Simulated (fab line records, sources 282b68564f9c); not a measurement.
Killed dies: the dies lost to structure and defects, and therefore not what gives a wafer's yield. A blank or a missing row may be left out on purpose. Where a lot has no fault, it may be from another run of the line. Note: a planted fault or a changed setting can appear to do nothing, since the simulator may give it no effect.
2 desks, one fault / flow rit-cmos / what lay behind the numbers comes last; until then each desk has only its own

== FROM THE METROLOGY DESK ==
What the gauges read for every lot (on any tool): the sampled wafers with a number, averaged. Any lot whose mean is over 4 standard deviations away from the usual mean is out of limits and marked OUT; that distance is given in the brackets.
Columns: A = ACTIVE_OXIDE_THK at RIT_ACTIVE_THK_MEAS_02, usual 46.6 nm; B = NWELL_TW at RIT_NWELL_TW_MEAS_10, usual 2135; C = NWELL_RS at RIT_WELLDRIVE_RS_MEAS_01, usual 275.2 ohm/sq; D = NRETRO_TW at RIT_NRETRO_TW_MEAS_10, usual 1046
lot=L463; first seen here=day 1 17:03; A=46.6; B=2134; C=274.8; D=1063
lot=L464; first seen here=day 1 22:04; A=46.5; B=2106; C=275.4; D=1063
lot=L465; first seen here=day 2 03:03; A=47.2; B=2137; C=275.7; D=1041
lot=L466; first seen here=day 2 08:03; A=45.9; B=2117; C=275.1; D=1043
lot=L468; first seen here=day 2 18:03; A=47.3; B=2129; C=274.6; D=1037
lot=L469; first seen here=day 2 23:37; A=47.6; B=2134; C=275.5; D=1056
lot=L472; first seen here=day 3 14:04; A=46.2; B=2163; C=273.6; D=1059
lot=L473; first seen here=day 3 19:04; A=46.3; B=2167; C=274.9; D=1038
lot=L474; first seen here=day 4 00:04; A=46.2; B=2140; C=274.3; D=1045
lot=L475; first seen here=day 4 06:08; A=47.2; B=1863 (-16) OUT; C=366.9 (+99 or more) OUT; D=1041
lot=L477; first seen here=day 4 15:23; A=48.1; B=2113; C=275.7; D=1037
lot=L478; first seen here=day 4 20:04; A=46.1; B=1829 (-18) OUT; C=365.1 (+99 or more) OUT; D=1041
lot=L484; first seen here=day 6 02:04; A=45.9; B=2150; C=274.7; D=1044
lot=L485; first seen here=day 6 07:04; A=45.5; B=2143; C=275.1; D=1037
This desk reports L475, L478 out of limits; the earliest was L475 at day 4 15:04 (NWELL_TW at RIT_NWELL_TW_MEAS_10). L463, L464, L465, L466, L468, L469, L472, L473, L474, L477, L484, L485 stayed within limits.

== DESK OF THE TOOL OWNER: implanter-03 ==
The tool's own readings at RIT_NWELL_IMPLANT_08: means of the sampled wafers that have a number, for each lot that ran on this tool. Any lot whose mean is over 4 standard deviations away from the usual mean is out of limits and marked OUT; that distance is given in the brackets.
Columns: A = dose-ions-cm2 at RIT_NWELL_IMPLANT_08, usual 5e+13; B = end-station-pressure-torr at RIT_NWELL_IMPLANT_08, usual 5.11e-06 Torr; C = faraday-current-uA at RIT_NWELL_IMPLANT_08, usual 159
lot=L464; first seen here=day 2 08:16; A=5e+13; B=5.21e-06; C=159
lot=L472; first seen here=day 3 22:55; A=5e+13; B=4.94e-06; C=161
lot=L475; first seen here=day 4 14:44; A=3e+13 (-99 or more) OUT; B=5.15e-06; C=101 (-17) OUT
lot=L478; first seen here=day 5 04:34; A=3e+13 (-99 or more) OUT; B=5.00e-06; C=101 (-18) OUT
This desk finds L475, L478 out of limits, L475 being first, at day 4 14:44 (dose-ions-cm2 at RIT_NWELL_IMPLANT_08). L464, L472 stayed within limits.

== TAKEN TOGETHER ==
An alarm could have come from the tool owner's desk at day 4 14:44, on L475, L478.
On L475, L478, the metrology desk was in a position to raise an alarm at day 4 15:04.
RIT_NWELL_IMPLANT_08 was run on implanter-03 by each of the lots named.

== WHAT HAD BEEN PUT IN BY THE SIMULATOR ==
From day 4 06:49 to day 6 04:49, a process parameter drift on implanter-03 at RIT_NWELL_IMPLANT_08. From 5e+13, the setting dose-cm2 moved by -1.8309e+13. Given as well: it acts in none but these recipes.
Lots struck among those shown: L475, L478.
Fault start to first reading out of limits, in hours, per desk: tool owner, 8; metrology, 8.
